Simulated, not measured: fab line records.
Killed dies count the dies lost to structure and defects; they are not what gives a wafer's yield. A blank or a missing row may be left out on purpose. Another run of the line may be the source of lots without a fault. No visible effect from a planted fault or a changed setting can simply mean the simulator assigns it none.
What tool caused it? | flow berkeley cmos170 | 21 wafers from 7 lots sampled at 2 of the route's 331 steps

== WHAT THE GAUGES READ, wafer by wafer ==
UCB170_PLDD_TW_MEAS_11.
lot  | measured     | on            | PLDD_TW
L287 | day 7 03:12  | film metro-01 | 1008 1016 1012
L291 | day 8 05:22  | film metro-01 | 1017 1020 1019
L294 | day 8 11:52  | film metro-01 | 1139 1144 1136
L299 | day 9 00:36  | film metro-02 | 1017 1017 1016
L303 | day 9 15:25  | film metro-04 | 1000 994 1004
L307 | day 10 13:13 | film metro-01 | 1019 1011 1015
L308 | day 10 13:56 | film metro-01 | 1007 1006 1015

== WHICH TOOL RAN EACH LOT (tool, then ch and the chambers of the sampled wafers, then the start) ==
lot  | UCB170_PLDD_IMPLANT_08
L287 | implanter-02 ch 0, day 7 02:49
L291 | implanter-03 ch 0, day 8 04:58
L294 | implanter-02 ch 0, day 8 11:28
L299 | implanter-01 ch 0, day 9 00:13
L303 | implanter-01 ch 0, day 9 15:01
L307 | implanter-01 ch 0, day 10 12:51
L308 | implanter-01 ch 0, day 10 13:33
- UCB170_PLDD_IMPLANT_08

== THE ANSWER, worked out from the rows above alone ==
Rule: the lots themselves supply what counts as usual. Put in order of their means at a reading, lots are off if they are a third of the lots or fewer, leave a main group of 4 or more, and stand apart from it by a gap of 3 or more times the standard deviation of the main group's means; of several such gaps the widest counts. If all means in a main group match to the digits the tables above print for the reading, that group is not used. Also off: a lot with no number at a reading for which 4 or more lots have one. The other lots that the step has rows for count as sound.
Off: L294, seen at UCB170_PLDD_TW_MEAS_11 (PLDD_TW). Main group: mean 1012, sd 6.4.
If a tool, at a process step before that reading, ran all the lots that are off and no sound lot after the first of them, it fits. Gauges at UCB170_PLDD_TW_MEAS_11: tried the same way as those tools. One fits: implanter-02 at UCB170_PLDD_IMPLANT_08. Its last sound lot is L287 (day 7 02:49), its first lot that is off L294 (day 8 11:28): a fault that began between those two fits.

== WHAT WAS PUT IN BY THE SIMULATOR ==
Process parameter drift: implanter-02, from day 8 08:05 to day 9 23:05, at UCB170_PLDD_IMPLANT_08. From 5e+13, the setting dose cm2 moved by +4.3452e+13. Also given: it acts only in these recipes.
Shown lots that were struck: L294. The rule above found the same.
